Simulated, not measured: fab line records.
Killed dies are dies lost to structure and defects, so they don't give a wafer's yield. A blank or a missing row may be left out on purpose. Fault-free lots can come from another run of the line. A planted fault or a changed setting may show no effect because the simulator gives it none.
fab line records ; flow rit_cmos
[record] lots = 6; wafers = 18; last_day = 7
route steps=202 shown PLDD@121 SPACER@125 NSD@131 M1@202
lots untouched by any fault: they come from a run of this same line in which no faults occurred
start_h: start of the lot's first displayed wafer, in hours after the record's first day ; wait_h: time in hours since the lot's previous step ; " repeats the value in the row above ; L1.1+2: a single row standing in for several wafers ; - no value present, or no start provided ; * or withheld: withheld ; < > ~ a bound
route shown NAME@n: NAME is a module with steps in the file, n the number in the route of the first one ; usual: the fault-free wafers' mean and standard deviation ; same: alike in all rows ; chamber/n: place in a boat ; sites: each site's reading ; _std_site: their standard deviation ; _edge_site: inner sites' mean taken away from outer sites' mean ; radius_mm: for every site, how far away it sits from the centre of the wafer ; mask NAME#n: copy n ; behind: tool/chamber where the wafer was last shaped ; hold: what put the lot on hold/how long, in hours/how the hold closed ; device: transistor that didn't switch, given as n, p or np ; end of line: the tests these same wafers got at the end of their route ; step lacking rows: just its recipe ; killed: at the first sort, the dies lost to defects and structure; wafer yield is something else ; map: a wafer's dies, marking killed ones x, the rest . and places with no die _
set.NAME: setting as actually run; set.NAME@STEP: the setting as run at that earlier step ; model.NAME: the simulator's own value behind a step, which no gauge read
lots at some steps of the route; a table a step, a row a wafer
services: the hour from which a tool's chamber was out of use, counted from the record's first day as start_h (under 0 if before that day), plus the number of hours and why
[[steps]]
[step RIT_PLDD_HARDBAKE_07]
[recipe] resist = NOVOLAK; temp_c = 140; time_s = 60
[step RIT_PLDD_IMPLANT_08]
[recipe] species = BF2; energy_kev = 20; dose_cm2 = 9e+14; tilt_deg = 7
[step RIT_PLDD_STRIP_09]
[recipe] chemistry = O2; time_s = 180; resist = NOVOLAK; platen_temp_c = withheld; power_w = 500; pressure_mtorr = 4000; o2_flow_sccm = 4000
[usual] drypump_motor_current_A = 5.9/0.57
lot.wafer;tool;chamber;start_h;wait_h;drypump_motor_current_A;rf_hours_counter_h
L587.2;plasma_asher-01;1;52.34;0.1;5.1;42
L587.4;plasma_asher-01;1;52.34;0.1;5.1;-
L587.5;plasma_asher-01;1;52.34;0.1;5.1;-
L592.1;plasma_asher-03;0;75.68;0.1;6.4;41
L592.4;plasma_asher-03;1;75.68;0.1;5.6;-
L592.5;plasma_asher-03;1;75.68;0.1;5.6;-
L597.3;plasma_asher-03;0;104.20;0.1;6.5;-
L597.4;plasma_asher-03;1;104.20;0.1;5.6;-
L597.5;plasma_asher-03;0;104.20;0.1;6.5;-
L602.1;plasma_asher-03;0;123.22;0.1;6.5;47
L602.3;plasma_asher-03;1;123.22;0.1;5.6;-
L602.4;plasma_asher-03;0;123.22;0.1;6.5;-
L608.1;plasma_asher-03;1;158.69;0.1;5.6;51
L608.3;plasma_asher-03;1;158.69;0.1;5.6;-
L608.5;plasma_asher-03;0;158.69;0.1;6.4;-
L609.2;plasma_asher-04;0;159.42;0.1;6.0;4
L609.3;plasma_asher-04;1;159.42;0.1;5.4;-
L609.5;plasma_asher-04;1;159.42;0.1;5.4;-
[step RIT_PLDD_TW_MEAS_10]
[usual] PLDD_TW = 2349/15
lot.wafer;tool;chamber;start_h;wait_h;PLDD_TW
L587.2;film_metro-02;-;52.52;0.1;2324
L587.4;film_metro-02;-;52.52;0.1;2347
L587.5;film_metro-02;-;52.52;0.1;2345
L592.1;film_metro-01;-;75.85;0.1;2344
L592.4;film_metro-01;-;75.85;0.1;2350
L592.5;film_metro-01;-;75.85;0.1;2358
L597.3;film_metro-01;-;104.33;0.1;2332
L597.4;film_metro-01;-;104.33;0.1;2360
L597.5;film_metro-01;-;104.33;0.1;2345
L602.1;film_metro-04;-;123.40;0.1;2359
L602.3;film_metro-04;-;123.40;0.1;2361
L602.4;film_metro-04;-;123.40;0.1;2373
L608.1;film_metro-02;-;158.87;0.1;2344
L608.3;film_metro-02;-;158.87;0.1;2345
L608.5;film_metro-02;-;158.87;0.1;2337
L609.2;film_metro-04;-;159.61;0.1;2363
L609.3;film_metro-04;-;159.61;0.1;2360
L609.5;film_metro-04;-;159.61;0.1;2372
[step RIT_SPACER_CLEAN_00]
[recipe] chemistry = SC1; mix = 3:3:50; time_s = 600; temp_c = 75
[step RIT_SPACER_CLEAN_01]
[recipe] chemistry = dHF; dilution = 50:1; time_s = 30
[step RIT_SPACER_CLEAN_02]
[recipe] chemistry = SC2; mix = 3:3:50; time_s = 600; temp_c = 75; dry = n2_spin
[step RIT_SPACER_CVD_03]
[recipe] material = Si3N4; target_thk_nm = 250; temp_c = 810; precursor = SiH2Cl2/NH3; time_s = 3300; pressure_mtorr = 300; sih2cl2_flow_sccm = 60; nh3_flow_sccm = 150
[step RIT_SPACER_THK_MEAS_04]
[recipe] reads = Si3N4_of_SPACER_CVD_03
[usual] SPACER_NITRIDE_THK = 249.5/2.2
lot.wafer;tool;chamber;start_h;wait_h;SPACER_NITRIDE_THK[nm]
L587.2;film_metro-04;-;57.07;0.0;251.4
L587.4;film_metro-04;-;57.07;0.0;249.0
L587.5;film_metro-04;-;57.07;0.0;250.9
L592.1;film_metro-03;-;78.19;0.0;247.0
L592.4;film_metro-03;-;78.19;0.0;248.1
L592.5;film_metro-03;-;78.19;0.0;246.8
L597.3;film_metro-02;-;106.70;0.0;252.6
L597.4;film_metro-02;-;106.70;0.0;251.8
L597.5;film_metro-02;-;106.70;0.0;253.3
L602.1;film_metro-02;-;126.42;0.0;248.0
L602.3;film_metro-02;-;126.42;0.0;248.7
L602.4;film_metro-02;-;126.42;0.0;248.6
L608.1;film_metro-04;-;161.40;0.0;246.8
L608.3;film_metro-04;-;161.40;0.0;247.2
L608.5;film_metro-04;-;161.40;0.0;246.1
L609.2;film_metro-03;-;161.99;0.0;249.7
L609.3;film_metro-03;-;161.99;0.0;250.4
L609.5;film_metro-03;-;161.99;0.0;248.6
[step RIT_SPACER_ETCHBACK_05]
[recipe] target_depth_a = 2500; SF6_flow_sccm = 30; CHF3_flow_sccm = 30; target = Si3N4; chemistry = SF6/CHF3; pressure_mtorr = 40; rf_w = 250; time_s = 240; stop_on = SiO2
[usual] drypump_motor_current_A = 5.5/0.52; oes_product_au = 0.838/0.013; throttle_valve_pct = 10.20/0.16
lot.wafer;tool;chamber;start_h;wait_h;drypump_motor_current_A;oes_product_au;rf_hours_counter_h;throttle_valve_pct
L587.2;rie_diel-02;1;57.12;0.0;5.3;0.837;168;10.13
L587.4;rie_diel-02;2;57.12;0.0;5.3;0.824;7;9.96
L587.5;rie_diel-02;1;57.12;0.0;5.3;0.827;-;10.12
L592.1;rie_diel-01;2;78.25;0.1;6.1;0.843;39;10.42
L592.4;rie_diel-01;0;78.25;0.1;5.9;0.849;7;10.19
L592.5;rie_diel-01;3;78.25;0.1;4.8;0.834;-;10.24
L597.3;rie_diel-02;3;106.74;0.0;6.7;0.862;137;10.35
L597.4;rie_diel-02;0;106.74;0.0;5.3;0.832;101;10.48
L597.5;rie_diel-02;0;106.74;0.0;5.3;0.845;-;10.44
L602.1;rie_diel-04;2;126.48;0.1;5.4;0.842;61;10.18
L602.3;rie_diel-04;0;126.48;0.1;5.0;0.848;30;10.18
L602.4;rie_diel-04;3;126.48;0.1;5.7;0.847;124;10.01
L608.1;rie_diel-04;2;161.46;0.1;5.4;0.838;62;10.18
L608.3;rie_diel-04;1;161.46;0.1;5.3;0.841;145;10.14
L608.5;rie_diel-04;0;161.46;0.1;5.0;0.840;-;10.15
L609.2;rie_diel-02;2;162.04;0.0;5.3;0.816;10;9.96
L609.3;rie_diel-02;1;162.04;0.0;5.3;0.813;2;10.12
L609.5;rie_diel-02;0;162.04;0.0;5.3;0.828;-;10.43
[step RIT_NSD_HMDS_00]
[recipe] prime_time_s = 60; prime_temp_c = 140
[step RIT_NSD_COAT_01]
[recipe] resist = NOVOLAK; spin_rpm = 3250; resist_thk_nm = 1000
[step RIT_NSD_SOFTBAKE_02]
[recipe] resist = NOVOLAK; temp_c = 90; time_s = 60
[usual] heater_power_total_W = 34.56/0.047; plate_temp_C = 90.01/0.12
lot.wafer;tool;chamber;start_h;wait_h;heater_power_total_W;plate_temp_C
L587.2;litho_track-03;0;57.60;0.1;34.62;90.13
L587.4;litho_track-03;0;57.60;0.1;34.57;90.25
L587.5;litho_track-03;0;57.60;0.1;34.49;90.12
L592.1;litho_track-04;0;78.70;0.1;34.61;89.99
L592.4;litho_track-04;0;78.70;0.1;34.58;89.92
L592.5;litho_track-04;0;78.70;0.1;34.51;89.94
L597.3;litho_track-03;0;107.24;0.1;34.56;89.85
L597.4;litho_track-03;0;107.24;0.1;34.54;89.90
L597.5;litho_track-03;0;107.24;0.1;34.60;89.89
L602.1;litho_track-03;0;126.98;0.1;34.57;89.79
L602.3;litho_track-03;0;126.98;0.1;34.61;89.91
L602.4;litho_track-03;0;126.98;0.1;34.54;89.99
L608.1;litho_track-03;0;161.91;0.1;34.13;89.27
L608.3;litho_track-03;0;161.91;0.1;34.11;89.29
L608.5;litho_track-03;0;161.91;0.1;34.00;89.07
L609.2;litho_track-03;0;162.51;0.1;34.09;89.18
L609.3;litho_track-03;0;162.51;0.1;34.11;89.03
L609.5;litho_track-03;0;162.51;0.1;34.08;89.26
[step RIT_NSD_EXPOSE_03]
[recipe] mask_id = M9; na = 0.57; target_cd_nm = 40700; dose_mj = 250
[step RIT_M1_PROBE_99]
[usual] killed_at_contacts = 0.1/0.25; killed_at_front_end = 8/3.3; killed_dies = 8/3.3; killed_open = 3.9/2.1; killed_short = 3.8/2.2
[same] gross_dies = 264; killed_at_M0_to_M3 = 0; killed_at_M4_up = 0; killed_at_back_side = 0; killed_at_other = 0
lot.wafer;tool;chamber;start_h;wait_h;killed_at_contacts;killed_at_front_end;killed_dies;killed_open;killed_short
L587.2;prober-02;-;68.44;0.1;1;8;9;6;3
L587.4;prober-02;-;68.54;0.2;0;9;9;5;4
L587.5;prober-02;-;68.59;0.2;0;8;8;4;4
L592.1;prober-01;-;91.92;0.1;0;13;13;6;7
L592.4;prober-01;-;92.07;0.2;0;2;2;1;1
L592.5;prober-01;-;92.12;0.2;0;7;7;6;1
L602.1;prober-02;-;138.47;0.1;0;16;16;5;11
L602.3;prober-02;-;138.57;0.2;0;6;6;5;1
L602.4;prober-02;-;138.62;0.2;0;5;5;2;3
L608.1;prober-02;-;173.74;0.1;0;8;8;3;4
L608.3;prober-02;-;173.84;0.2;0;6;6;3;3
L608.5;prober-02;-;173.94;0.2;0;6;6;3;3
L609.2;prober-01;-;175.29;0.1;0;6;6;2;4
L609.3;prober-01;-;175.34;0.2;1;5;6;5;1
L609.5;prober-01;-;175.44;0.2;0;9;9;6;3
// killed by level:class
L587.2 SILICIDE:geometric_particle:open=2 FOX1:geometric_particle:open=1 GATE:geometric_particle:open=1 GATE:geometric_particle:short=1 REOX:geometric_particle:open=1 SPACER:geometric_particle:open=1 SILICIDE:geometric_particle:short=1 CONTACT:geometric_particle:short=1
L587.4 GATE:geometric_particle:open=2 SPACER:geometric_particle:short=2 FOX1:geometric_particle:open=1 GATE:geometric_particle:short=1 SPACER:geometric_particle:open=1 SILICIDE:geometric_particle:open=1 SILICIDE:geometric_particle:short=1
L587.5 GATE:geometric_particle:open=3 SILICIDE:geometric_particle:short=2 FOX1:geometric_particle:short=1 FOX2:geometric_particle:open=1 GATE:geometric_particle:short=1
L592.1 GATE:geometric_particle:open=5 GATE:geometric_particle:short=4 FOX1:geometric_particle:short=2 REOX:geometric_particle:open=1 SPACER:geometric_particle:short=1
L592.4 GATE:geometric_particle:open=1 SILICIDE:geometric_particle:short=1
L592.5 GATE:geometric_particle:open=2 FOX1:geometric_particle:open=1 REOX:geometric_particle:open=1 REOX:geometric_particle:short=1 SPACER:geometric_particle:open=1 SILICIDE:geometric_particle:open=1
L602.1 GATE:geometric_particle:short=4 FOX1:geometric_particle:open=3 SILICIDE:geometric_particle:short=3 GATE:geometric_particle:open=2 FOX1:geometric_particle:short=2 SPACER:geometric_particle:short=2
L602.3 SPACER:geometric_particle:open=3 FOX2:geometric_particle:open=1 REOX:geometric_particle:open=1 SPACER:geometric_particle:short=1
L602.4 GATE:geometric_particle:open=2 GATE:geometric_particle:short=2 SPACER:geometric_particle:short=1
L608.1 GATE:geometric_particle:short=3 FOX2:geometric_particle:short=1 FOX2:geometric_particle:open=1 GATE:geometric_particle:open=1 SILICIDE:geometric_particle:open=1 PWELL:coat_microbubble_printed=1
L608.3 GATE:geometric_particle:open=2 FOX1:geometric_particle:short=1 GATE:geometric_particle:short=1 REOX:geometric_particle:short=1 SPACER:geometric_particle:open=1
L608.5 GATE:geometric_particle:short=2 FOX1:geometric_particle:open=1 GATE:geometric_particle:open=1 REOX:geometric_particle:short=1 SILICIDE:geometric_particle:open=1
L609.2 FOX1:geometric_particle:open=2 GATE:geometric_particle:short=2 REOX:geometric_particle:short=1 SILICIDE:geometric_particle:short=1
L609.3 GATE:geometric_particle:open=2 ACTIVE:geometric_particle:short=1 FOX1:geometric_particle:open=1 REOX:geometric_particle:open=1 CONTACT:geometric_particle:open=1
L609.5 SILICIDE:geometric_particle:open=4 GATE:geometric_particle:short=2 FOX2:geometric_particle:short=1 GATE:geometric_particle:open=1 REOX:geometric_particle:open=1
[[services]]
tool;chamber;start_h;hours;kind
rie_diel-01;2;34.05;8.1;repair
rie_diel-04;-;49.01;1.1;repair
rie_diel-02;1;59.75;-;clean
rie_diel-02;1;59.75;12.9;scheduled_down
rie_diel-02;1;59.75;12.9;vent_cycle
rie_diel-01;-;98.85;2.4;repair
plasma_asher-03;-;99.70;4.1;repair
plasma_asher-04;-;108.75;9.0;pm
plasma_asher-04;0;108.75;9.0;vent_cycle
plasma_asher-04;1;108.75;9.0;vent_cycle
plasma_asher-01;-;112.34;9.9;pm
plasma_asher-04;0;117.75;-;clean
plasma_asher-04;1;117.75;-;clean
rie_diel-01;2;131.50;3.7;repair
[[key]]
[first_sign] step = RIT_NSD_SOFTBAKE_02; reading = heater_power_total_W; direction = down; sigmas = 10; usual = 34.56; struck = 34.09
[effect] step = RIT_NSD_SOFTBAKE_02; reading = plate_temp_C; direction = down; sigmas = 6.8; usual = *; struck = *
met_at RIT_NSD_SOFTBAKE_02
struck_wafers L608.1,L608.3,L608.5,L609.2,L609.3,L609.5
tester_left_out L608,L609
onset_between 126.98 161.91
[fault] kind = process_parameter_drift; tool = litho_track-03; chamber = -; onset_h = 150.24; steps = RIT_NSD_SOFTBAKE_02; channel = temp_c; offset = *; shape = step; end_h = 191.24; acts_in = *; stated = *
// tester_left_out: of these lots the tester's yield and bins aren't shown, on N5 and GAA mostly nor the transistor test; their killed dies are dies lost to structure and defects alone, not to doping, threshold or leakage, so they don't give the yield
